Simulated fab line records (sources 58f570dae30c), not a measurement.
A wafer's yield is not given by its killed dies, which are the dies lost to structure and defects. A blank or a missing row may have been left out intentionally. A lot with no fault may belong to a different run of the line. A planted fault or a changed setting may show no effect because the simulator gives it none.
What tool caused it? || flow berkeley cmos170 || Sampling: 14 lots, 42 wafers, 2 of 331 route steps

WHAT THE GAUGES SHOWED, per wafer
No reading from a measuring or inspecting step in the record can be judged against a usual standard deviation.

WHAT TOOL EACH LOT RAN ON (gives the tool, then ch and the chambers of the sampled wafers, and finally the start)
{"lot": "L276", "UCB170_V2_ETCH_14": "rie diel-04 ch 1,3, day 8 04:14", "UCB170_V2_STRIP_15": "plasma asher-01 ch 0,1, day 8 04:25"}
{"lot": "L277", "UCB170_V2_ETCH_14": "rie diel-01 ch 0,3, day 8 04:35", "UCB170_V2_STRIP_15": "plasma asher-02 ch 0,1, day 8 04:51"}
{"lot": "L279", "UCB170_V2_ETCH_14": "rie diel-03 ch 1,2,3, day 8 05:02", "UCB170_V2_STRIP_15": "plasma asher-03 ch 0,1, day 8 05:13"}
{"lot": "L275", "UCB170_V2_ETCH_14": "rie diel-04 ch 2,3, day 8 05:19", "UCB170_V2_STRIP_15": "plasma asher-02 ch 0,1, day 8 05:29"}
{"lot": "L278", "UCB170_V2_ETCH_14": "rie diel-01 ch 0,3, day 8 05:35", "UCB170_V2_STRIP_15": "plasma asher-03 ch 0,1, day 8 05:51"}
{"lot": "L280", "UCB170_V2_ETCH_14": "rie diel-04 ch 0,1,2, day 9 06:05", "UCB170_V2_STRIP_15": "plasma asher-03 ch 0,1, day 9 06:16"}
{"lot": "L282", "UCB170_V2_ETCH_14": "rie diel-01 ch 0,2,3, day 9 06:20", "UCB170_V2_STRIP_15": "plasma asher-01 ch 0, day 9 06:30"}
{"lot": "L285", "UCB170_V2_ETCH_14": "rie diel-03 ch 1,2,3, day 10 07:03", "UCB170_V2_STRIP_15": "plasma asher-01 ch 0,1, day 10 07:14"}
{"lot": "L284", "UCB170_V2_ETCH_14": "rie diel-01 ch 1,2,3, day 10 07:05", "UCB170_V2_STRIP_15": "plasma asher-02 ch 0,1, day 10 07:16"}
{"lot": "L286", "UCB170_V2_ETCH_14": "rie diel-04 ch 0,2, day 10 07:10", "UCB170_V2_STRIP_15": "plasma asher-03 ch 0,1, day 10 07:21"}
{"lot": "L293", "UCB170_V2_ETCH_14": "rie diel-03 ch 0,2,3, day 11 16:28", "UCB170_V2_STRIP_15": "plasma asher-01 ch 0,1, day 11 16:38"}
{"lot": "L294", "UCB170_V2_ETCH_14": "rie diel-04 ch 0,1, day 11 16:46", "UCB170_V2_STRIP_15": "plasma asher-02 ch 0,1, day 11 16:58"}
{"lot": "L296", "UCB170_V2_ETCH_14": "rie diel-03 ch 1,2,3, day 12 05:36", "UCB170_V2_STRIP_15": "plasma asher-02 ch 0,1, day 12 05:46"}
{"lot": "L298", "UCB170_V2_ETCH_14": "rie diel-04 ch 0,1,3, day 12 06:02", "UCB170_V2_STRIP_15": "plasma asher-02 ch 0,1, day 12 06:13"}
- UCB170_V2_ETCH_14: etches SiO2 in CHF3/CF4/Ar, stops on Al, target depth 1250 nm, time 291 s.
- UCB170_V2_STRIP_15: strips in O2.

WHAT THE TOOLS THEMSELVES READ (means of the sampled wafers that have a number; where no wafer has one, the mark that the record gives instead)
UCB170_V2_ETCH_14. Usual: drypump motor current A 5.7 A, standard deviation 0.43; oes product au 0.877 a.u., standard deviation 0.013; throttle valve pct 6.87 %, standard deviation 0.092.
{"lot": "L276", "tool": "rie diel-04", "drypump motor current A (A)": 6.3, "oes product au (a.u.)": 0.882, "throttle valve pct (%)": 6.87, "flag": ""}
{"lot": "L277", "tool": "rie diel-01", "drypump motor current A (A)": 5.6, "oes product au (a.u.)": 0.867, "throttle valve pct (%)": 6.87, "flag": ""}
{"lot": "L279", "tool": "rie diel-03", "drypump motor current A (A)": 5.6, "oes product au (a.u.)": 0.883, "throttle valve pct (%)": 6.81, "flag": ""}
{"lot": "L275", "tool": "rie diel-04", "drypump motor current A (A)": 5.9, "oes product au (a.u.)": 0.891, "throttle valve pct (%)": 6.90, "flag": ""}
{"lot": "L278", "tool": "rie diel-01", "drypump motor current A (A)": 5.7, "oes product au (a.u.)": 0.874, "throttle valve pct (%)": 6.87, "flag": ""}
{"lot": "L280", "tool": "rie diel-04", "drypump motor current A (A)": 5.9, "oes product au (a.u.)": 0.879, "throttle valve pct (%)": 6.87, "flag": ""}
{"lot": "L282", "tool": "rie diel-01", "drypump motor current A (A)": 5.5, "oes product au (a.u.)": 0.782, "throttle valve pct (%)": 6.86, "flag": "OFF"}
{"lot": "L285", "tool": "rie diel-03", "drypump motor current A (A)": 5.6, "oes product au (a.u.)": 0.878, "throttle valve pct (%)": 6.79, "flag": ""}
{"lot": "L284", "tool": "rie diel-01", "drypump motor current A (A)": 5.5, "oes product au (a.u.)": 0.784, "throttle valve pct (%)": 6.89, "flag": "OFF"}
{"lot": "L286", "tool": "rie diel-04", "drypump motor current A (A)": 5.5, "oes product au (a.u.)": 0.878, "throttle valve pct (%)": 6.92, "flag": ""}
{"lot": "L293", "tool": "rie diel-03", "drypump motor current A (A)": 6.0, "oes product au (a.u.)": 0.883, "throttle valve pct (%)": 6.77, "flag": ""}
{"lot": "L294", "tool": "rie diel-04", "drypump motor current A (A)": 6.2, "oes product au (a.u.)": 0.863, "throttle valve pct (%)": 6.84, "flag": ""}
{"lot": "L296", "tool": "rie diel-03", "drypump motor current A (A)": 5.6, "oes product au (a.u.)": 0.880, "throttle valve pct (%)": 6.80, "flag": ""}
{"lot": "L298", "tool": "rie diel-04", "drypump motor current A (A)": 6.1, "oes product au (a.u.)": 0.870, "throttle valve pct (%)": 6.91, "flag": ""}

UCB170_V2_STRIP_15. Usual: drypump motor current A 5.41 A, standard deviation 0.26; o2 flow sccm 399.9 sccm, standard deviation 1.2; oes product au 0.721 a.u., standard deviation 0.0045; strip time to endpoint s 15.36 s, standard deviation 0.089.
{"lot": "L276", "tool": "plasma asher-01", "drypump motor current A (A)": 5.31, "o2 flow sccm (sccm)": 399.5, "oes product au (a.u.)": 0.723, "strip time to endpoint s (s)": 15.53, "flag": ""}
{"lot": "L277", "tool": "plasma asher-02", "drypump motor current A (A)": 5.46, "o2 flow sccm (sccm)": 399.7, "oes product au (a.u.)": 0.726, "strip time to endpoint s (s)": 15.36, "flag": ""}
{"lot": "L279", "tool": "plasma asher-03", "drypump motor current A (A)": 5.53, "o2 flow sccm (sccm)": 400.2, "oes product au (a.u.)": 0.721, "strip time to endpoint s (s)": 15.40, "flag": ""}
{"lot": "L275", "tool": "plasma asher-02", "drypump motor current A (A)": 5.46, "o2 flow sccm (sccm)": 400.8, "oes product au (a.u.)": 0.724, "strip time to endpoint s (s)": 15.37, "flag": ""}
{"lot": "L278", "tool": "plasma asher-03", "drypump motor current A (A)": 5.57, "o2 flow sccm (sccm)": 400.6, "oes product au (a.u.)": 0.718, "strip time to endpoint s (s)": 15.34, "flag": ""}
{"lot": "L280", "tool": "plasma asher-03", "drypump motor current A (A)": 5.55, "o2 flow sccm (sccm)": 401.1, "oes product au (a.u.)": 0.718, "strip time to endpoint s (s)": 15.39, "flag": ""}
{"lot": "L282", "tool": "plasma asher-01", "drypump motor current A (A)": 5.16, "o2 flow sccm (sccm)": 400.9, "oes product au (a.u.)": 0.720, "strip time to endpoint s (s)": 13.79, "flag": "OFF"}
{"lot": "L285", "tool": "plasma asher-01", "drypump motor current A (A)": 5.30, "o2 flow sccm (sccm)": 400.3, "oes product au (a.u.)": 0.718, "strip time to endpoint s (s)": 15.35, "flag": ""}
{"lot": "L284", "tool": "plasma asher-02", "drypump motor current A (A)": 5.21, "o2 flow sccm (sccm)": 401.5, "oes product au (a.u.)": 0.719, "strip time to endpoint s (s)": 13.96, "flag": "OFF"}
{"lot": "L286", "tool": "plasma asher-03", "drypump motor current A (A)": 5.52, "o2 flow sccm (sccm)": 399.5, "oes product au (a.u.)": 0.728, "strip time to endpoint s (s)": 15.41, "flag": ""}
{"lot": "L293", "tool": "plasma asher-01", "drypump motor current A (A)": 5.45, "o2 flow sccm (sccm)": 399.6, "oes product au (a.u.)": 0.722, "strip time to endpoint s (s)": 15.34, "flag": ""}
{"lot": "L294", "tool": "plasma asher-02", "drypump motor current A (A)": 5.23, "o2 flow sccm (sccm)": 400.9, "oes product au (a.u.)": 0.720, "strip time to endpoint s (s)": 15.49, "flag": ""}
{"lot": "L296", "tool": "plasma asher-02", "drypump motor current A (A)": 5.22, "o2 flow sccm (sccm)": 399.2, "oes product au (a.u.)": 0.722, "strip time to endpoint s (s)": 15.37, "flag": ""}
{"lot": "L298", "tool": "plasma asher-02", "drypump motor current A (A)": 5.23, "o2 flow sccm (sccm)": 399.9, "oes product au (a.u.)": 0.721, "strip time to endpoint s (s)": 15.45, "flag": ""}

THE ANSWER, worked out from the rows above alone
Rule: take the mean of a lot's wafers that have a number; if it is more than 3 standard deviations from the usual mean, the lot is off. A lot without any number at a reading at which 4 lots or more have one is off too. The other lots that the step has rows for count as sound. The gauges are gone through in route order, then the tools' own readings, and for those a lot's mean is taken as printed above. The first step at which some lot is off is used, and at that step the reading that is off furthest; a lot without a number counts as furthest.
Off: L282, L284 (UCB170_V2_ETCH_14, oes product au).
A tool fits if, at that step or a process step before it, it ran every lot that is off, and no sound lot after the first of them. One fits: UCB170_V2_ETCH_14 on rie diel-01. Its last sound lot is L278 (day 8 05:35), its first lot that is off L282 (day 9 06:20): a fault that began between those two fits.
On the lots that are off, the tool's own readings at UCB170_V2_ETCH_14 differ by more than 5 times the standard deviation of the sound lots' means, which bears it out; oes product au reads 0.783 a.u. there versus 0.877 a.u. on the sound lots.

WHAT WAS PUT IN BY THE SIMULATOR
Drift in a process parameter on rie diel-01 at UCB170_V2_ETCH_14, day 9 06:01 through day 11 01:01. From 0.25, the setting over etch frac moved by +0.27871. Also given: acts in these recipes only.
Shown lots that were struck: L282, L284. The rule above found the same.
